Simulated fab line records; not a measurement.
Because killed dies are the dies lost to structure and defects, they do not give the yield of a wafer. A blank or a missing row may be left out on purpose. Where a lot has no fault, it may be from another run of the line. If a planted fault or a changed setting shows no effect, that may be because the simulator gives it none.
The tool behind it: which one? | flow berkeley cmos170 | 15 lots with 45 wafers sampled at 2 steps, on a route of 331 steps

== WHAT THE GAUGES SHOWED, per wafer ==
UCB170_PSD_OVL_MEAS_07.
lot  | measured     | on         | PSD_OVL (nm)
L101 | day 7 04:41  | overlay-02 | 8 11 9
L100 | day 7 04:58  | overlay-02 | 4 7 8
L102 | day 7 05:05  | overlay-01 | -1 6 6
L999 | day 7 05:08  | overlay-02 | 1 0 1
L103 | day 7 12:53  | overlay-02 | 12 12 1
L104 | day 7 13:01  | overlay-01 | -2 17 5
L106 | day 8 07:49  | overlay-01 | 11 5 4
L109 | day 9 01:49  | overlay-02 | -169 -168 -165 -165 -165 -175
L110 | day 9 08:10  | overlay-01 | -157 -151 -149 -154 -148 -158
L111 | day 9 08:17  | overlay-02 | 3 2 12
L112 | day 9 12:35  | overlay-02 | -160 -156 -156 -156 -153 -165
L113 | day 10 02:13 | overlay-01 | -154 -156 -143 -151 -166 -140
L115 | day 10 11:52 | overlay-02 | 3 -5 -5
L119 | day 11 01:43 | overlay-02 | 2 1 17
L121 | day 11 14:13 | overlay-01 | -2 8 9

== WHAT TOOL EACH LOT RAN ON (gives the tool, then ch and the chambers of the sampled wafers, and finally the start) ==
lot  | UCB170_PSD_EXPOSE_03
L101 | krf scanner-01 ch 0, day 7 03:49
L100 | krf scanner-01 ch 0, day 7 03:58
L102 | krf scanner-02 ch 0, day 7 04:17
L999 | krf scanner-01 ch 0, day 7 04:33
L103 | krf scanner-02 ch 0, day 7 12:22
L104 | krf scanner-02 ch 0, day 7 12:31
L106 | krf scanner-02 ch 0, day 8 07:05
L109 | krf scanner-01 ch 0, day 9 01:18
L110 | krf scanner-01 ch 0, day 9 07:31
L111 | krf scanner-02 ch 0, day 9 07:46
L112 | krf scanner-01 ch 0, day 9 11:43
L113 | krf scanner-01 ch 0, day 10 00:56
L115 | krf scanner-02 ch 0, day 10 11:22
L119 | krf scanner-02 ch 0, day 11 01:12
L121 | krf scanner-02 ch 0, day 11 13:38
- UCB170_PSD_EXPOSE_03: exposes mask PSELECT MOD, target cd 1200 nm.

== WHAT THE TOOLS THEMSELVES READ (means of the sampled wafers that have a number; where no wafer has one, the mark that the record gives instead) ==
The record holds no such reading with a usual standard deviation.

== THE ANSWER, worked out from the rows above alone ==
Rule: usual is defined by the lots themselves. Put in order of their means at a reading, lots are off if they are a third of the lots or fewer, leave a main group of 4 or more, and stand apart from it by a gap of 3 or more times the standard deviation of the main group's means; of several such gaps the widest counts. If all means in a main group match to the digits the tables above print for the reading, that group is not used. A lot without any number at a reading at which 4 lots or more have one is off too. Where the step has rows for the other lots, those lots are counted as sound. First the gauges in route order, then the tools' own readings, where a lot's mean is used as printed above. The first step at which some lot is off is used, and at that step the reading that is off furthest; a lot without a number counts as furthest.
Off: at UCB170_PSD_OVL_MEAS_07 (PSD_OVL), L109, L110, L112, L113. The main group has a mean of 5 nm with a standard deviation of 3.2.
A tool fits if, at a process step before that reading, it ran every lot that is off, and no sound lot after the first of them. Gauges at UCB170_PSD_OVL_MEAS_07: tried the same way as those tools. One candidate fits, namely krf scanner-01 at UCB170_PSD_EXPOSE_03. A fault onset in the window from L999 (day 7 04:33, its last sound lot) to L109 (day 9 01:18, its first lot off) fits.

== WHAT THE SIMULATOR PUT IN ==
Scanner matching overlay: krf scanner-01, from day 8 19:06 on, at UCB170_PSD_EXPOSE_03. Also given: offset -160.
Shown lots that were struck: L109, L110, L112, L113. Same finding as the rule above.
